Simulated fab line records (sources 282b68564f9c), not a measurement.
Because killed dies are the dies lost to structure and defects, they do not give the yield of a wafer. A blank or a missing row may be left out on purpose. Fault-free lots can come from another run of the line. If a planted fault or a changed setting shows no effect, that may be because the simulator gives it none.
A lot that was struck, set against a sound lot	flow rit cmos	27 out of 202 route steps
Sound: the wafers L592.2, L592.5, L592.6. Struck: wafers L607.1, L607.3, L607.4. Last of all comes the cause.
Order at every step that has rows: each side's tool, ch and its chambers, its first start. Under that, the readings that differ: sound wafers	struck wafers	difference of the means	sigmas: that difference in standard deviations of wafers without a fault.
alike: a reading whose means differ by less than 2 such deviations, as well as words and numbers matching on both sides. not compared: withheld readings; readings where some wafer has no value; bounds like >300 that might hide an equal value; numbers whose values overlap and for which the record gives no deviation.
A row with sigmas, a row that says differs or no value, or rows on one side alone: a step with any of these is where the two part. Numbers that don't overlap but have no deviation are shown without sigmas and don't part them. Lack of a reading on every wafer of one side parts them only where that side has two or more wafers.

RIT_ACTIVE_BOW_MEAS_00:
  sound: film metro-01 at day 2 21:01; struck: film metro-02 at day 6 00:00
  alike: INCOMING_BOW
then, 1 step without rows for these wafers: RIT_ACTIVE_OXIDATION_01 (target thk 46.8 nm, ox time 3360 s).
RIT_ACTIVE_THK_MEAS_02:
  sound: film metro-02 at day 2 23:45; struck: film metro-02 at day 6 02:16
  alike: ACTIVE_OXIDE_THK
RIT_ACTIVE_CVD_03: deposits Si3N4 from SiH2Cl2/NH3, target thk 150 nm, time 1500 s.
  sound on lpcvd-02 ch 1, day 3 00:25; struck on lpcvd-01 ch 1, day 6 02:19
reading	sound	struck	difference	sigmas
model.Si3N4_of_ACTIVE_CVD_03.thk nm (nm)	150.8 147.8 148.8	106.7 107 106	-42.6	
  alike: spike tc source C
RIT_ACTIVE_THK_MEAS_04:
  sound: film metro-02 at day 3 01:52; struck: film metro-01 at day 6 03:44
reading	sound	struck	difference	sigmas
ACTIVE_NITRIDE_THK (nm)	150.9 147.8 148.7	106.8 107.0 106.0	-42.5	-28
then, 6 steps without rows for these wafers: RIT_ACTIVE_HMDS_05 (prime time 60 s); RIT_ACTIVE_COAT_06 (resist thk 1000 nm); RIT_ACTIVE_SOFTBAKE_07 (time 60 s); RIT_ACTIVE_EXPOSE_08 (exposes mask M1, target cd 1400 nm); RIT_ACTIVE_PEB_09; RIT_ACTIVE_DEVELOP_10 (develop time 52 s).
RIT_ACTIVE_CD_MEAS_11: the cd target is 1400 nm.
  sound: cd sem-01 at day 3 02:54; struck: cd sem-01 at day 6 04:46
  alike: cd nm
then, 1 step without rows for these wafers: RIT_ACTIVE_HARDBAKE_12 (time 60 s).
RIT_ACTIVE_ETCH_13: etches Si3N4 in SF6, stops on SiO2, time 210 s, target depth 210 nm.
  sound on rie diel-03 ch 0,2,3, day 3 03:09; struck on rie diel-03 ch 0,3, day 6 05:02
reading	sound	struck	difference	sigmas
oes product au (a.u.)	0.838 0.810 0.792	0.674 0.692 0.668	-0.135	-10
model.etch.depth nm (nm)	150.8 147.8 148.8	106.7 107 106	-42.6	
model.ACTIVE.feature depth nm (nm)	151.6 147.8 152.3	110.2 107 109.5	-41.7	
  alike: drypump motor current A, throttle valve pct
  not compared: rf hours counter h
RIT_ACTIVE_STRIP_14: strips in O2, time 180 s.
  sound on plasma asher-03 ch 0,1, day 3 03:17; struck on plasma asher-03 ch 0,1, day 6 05:11
  alike: drypump motor current A
  not compared: rf hours counter h
RIT_ACTIVE_CD_MEAS_90: the cd target is 1400 nm.
  sound: cd sem-02 at day 3 03:29; struck: cd sem-02 at day 6 05:21
  alike: cd nm
then, 4 steps without rows for these wafers: RIT_ACTIVE_CLEAN_15 (cleans in SC1, time 600 s); RIT_ACTIVE_CLEAN_16 (cleans in dHF, time 30 s); RIT_ACTIVE_CLEAN_17 (cleans in SC2, time 600 s); RIT_FOX1_OXIDATION_00 (target thk 350.7 nm, ox time 1130 s).
RIT_FOX1_THK_MEAS_01:
  sound: film metro-03 at day 3 05:23; struck: film metro-03 at day 6 08:37
  alike: FOX1_OXIDE_THK
then, 2 steps without rows for these wafers: RIT_FOX1_WET_ETCH_02 (etches SiO2 in BOE, target depth 350 nm, time 390 s); RIT_FOX2_OXIDATION_00 (target thk 350.7 nm, ox time 1130 s).
RIT_FOX2_THK_MEAS_01:
  sound: film metro-02 at day 3 08:41; struck: film metro-03 at day 6 10:07
  alike: FOX2_OXIDE_THK
RIT_FOX2_CLEAN_02: cleans in dHF, time 180 s.
  sound on wet bench-01 ch 0, day 3 08:44; struck on wet bench-02 ch 3, day 6 10:10
reading	sound	struck	difference	sigmas
model.Si3N4_of_ACTIVE_CVD_03.thk nm (nm)	131.6 128.5 129.6	87.56 87.81 86.82	-42.50	
then, 1 step without rows for these wafers: RIT_FOX2_WET_ETCH_03 (etches Si3N4 in H3PO4, target depth 195 nm, time 2762 s).
RIT_M1_PROBE_99:
  sound: prober-02 at day 5 01:02; struck: prober-01 at day 8 04:47
reading	sound	struck	difference	sigmas
model.etest.pldd.width nm (nm)	3179 3198 3173	3136 3159 3151	-35	
model.etest.nldd.width nm (nm)	3185 3193 3183	3133 3148 3129	-50	
model.etest.pplus sal.width nm (nm)	3445 3452 3451	3426 3437 3424	-20	
model.etest.nmos narrow.drive ua um	221.3 223.4 219.8	212.7 217.9 214.1	-6.6	
  alike: killed at contacts, killed at front end, killed dies, killed open, killed short
  not compared: model.etest.nplus sal.width nm, model.etest.pmos narrow.drive ua um

WHERE THEY PART
First at RIT_ACTIVE_THK_MEAS_04; last, within this record, at RIT_ACTIVE_ETCH_13. Later steps at which nothing parts them and some readings are alike: RIT_ACTIVE_STRIP_14, RIT_ACTIVE_CD_MEAS_90, RIT_FOX1_THK_MEAS_01, RIT_FOX2_THK_MEAS_01, RIT_M1_PROBE_99.

WHY: what had been put in by the simulator
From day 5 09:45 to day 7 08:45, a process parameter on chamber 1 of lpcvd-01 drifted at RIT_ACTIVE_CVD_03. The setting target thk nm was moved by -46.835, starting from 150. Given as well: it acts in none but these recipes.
